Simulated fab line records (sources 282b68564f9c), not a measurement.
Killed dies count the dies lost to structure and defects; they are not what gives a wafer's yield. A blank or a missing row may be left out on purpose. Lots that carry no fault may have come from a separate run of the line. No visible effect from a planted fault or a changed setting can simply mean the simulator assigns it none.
Split-lot experiment ; flow ritCmos ; 23 wafers read across 5 lots, on a route 202 steps long

ABOUT THE SPLIT
At RIT_NLDD_IMPLANT_08, the setting energyKev was moved away from the recipe's 20 on 4 of the 23 wafers read, by -2.9% to -2.6%. The other wafers ran this setting at the recipe's value.

Reading taken at the split's own step.

THE READING
In nm, at RIT_NLDD_IMPLANT_08: implant.drpNm, which is the simulator's own figure and was read by no gauge. There is no usual value for it anywhere in the file.

wafer;tool, chamber at the split;energyKev as run;against the recipe;implant.drpNm, nm;against lot-mates on the recipe
L074.1;implanter-04, 0;20;recipe;12.97;-
L074.3;implanter-04, 0;20;recipe;12.97;-
L074.4;implanter-04, 0;20;recipe;12.97;-
L074.5;implanter-04, 0;20;recipe;12.97;-
L074.6;implanter-04, 0;20;recipe;12.97;-
L076.1;implanter-04, 0;20;recipe;12.97;-
L076.4;implanter-04, 0;20;recipe;12.97;-
L076.6;implanter-04, 0;20;recipe;12.97;-
L076.2;implanter-04, 0;19.42;-2.9%;12.74;-0.23
L076.5;implanter-04, 0;19.42;-2.9%;12.74;-0.23
L077.1;implanter-01, 0;19.48;-2.6%;12.76;-0.21
L077.4;implanter-01, 0;19.48;-2.6%;12.76;-0.21
L077.3;implanter-01, 0;20;recipe;12.97;-
L077.5;implanter-01, 0;20;recipe;12.97;-
L077.6;implanter-01, 0;20;recipe;12.97;-
L078.1;implanter-02, 0;20;recipe;12.97;-
L078.3;implanter-02, 0;20;recipe;12.97;-
L078.6;implanter-02, 0;20;recipe;12.97;-
L079.1;implanter-02, 0;20;recipe;12.97;-
L079.2;implanter-02, 0;20;recipe;12.97;-
L079.3;implanter-02, 0;20;recipe;12.97;-
L079.4;implanter-02, 0;20;recipe;12.97;-
L079.5;implanter-02, 0;20;recipe;12.97;-

FIT RESULTS
A straight line over all 23 wafers: implant.drpNm changes by +0.08 nm for each +1% of energyKev; r = +1.00; the points scatter about the line by 0.00087 nm.
The same after taking each lot's own level away (the mean of its wafers on the recipe; 23 wafers): +0.08 nm for each +1%; r = +1.00; scatter 0.00087 nm.
According to that fit, moving energyKev by its largest amount changes the reading by 0.23 nm.
The lots' own levels span 12.970 to 12.970 nm.
Hence the lot-to-lot level has little effect on the slope; both slopes agree.
Check: with one of the wafers moved furthest among these (-2.9%) left out of the fit, the line predicts -0.233 nm for it against its lot-mates. It came out at -0.23 nm against them.

FURTHER SPLITS ON THESE WAFERS
Note: prior to the reading, these wafers also went through further splits. Each is held against what the fit with the lots' levels taken away leaves over:
other split on the same wafers;wafers away from the commonest value;r with implant.drpNm (lot level and that fit taken away)
RIT_ACTIVE_COAT_06 spinRpm;10;-0.43
RIT_FOX1_OXIDATION_00 oxTimeS;18;+0.03
RIT_NWELL_IMPLANT_08 doseCm2;8;-0.46
RIT_PWELL_COAT_01 spinRpm;9;-0.08
RIT_PWELL_IMPLANT_08 energyKev;6;-0.18
RIT_PRETRO_IMPLANT_08 energyKev;11;+0.10
RIT_GATE_OXIDATION_05 tempC;10;+0.02

THE WHOLE CHAIN: every reading that the file lists as answering this split, in the file's order
step;what it does;reading;change (the file's fit);r (the file's)
RIT_NLDD_IMPLANT_08;;implant.rpNm (the simulator's own value, which no gauge read);+0.188 nm for each +1% of the setting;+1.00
RIT_NLDD_IMPLANT_08;;implant.drpNm (the simulator's own value, which no gauge read);+0.0787 nm for each +1% of the setting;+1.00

FILE'S OWN FIT
implant.drpNm changes by +0.0787 nm for each +1% of energyKev, r = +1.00.
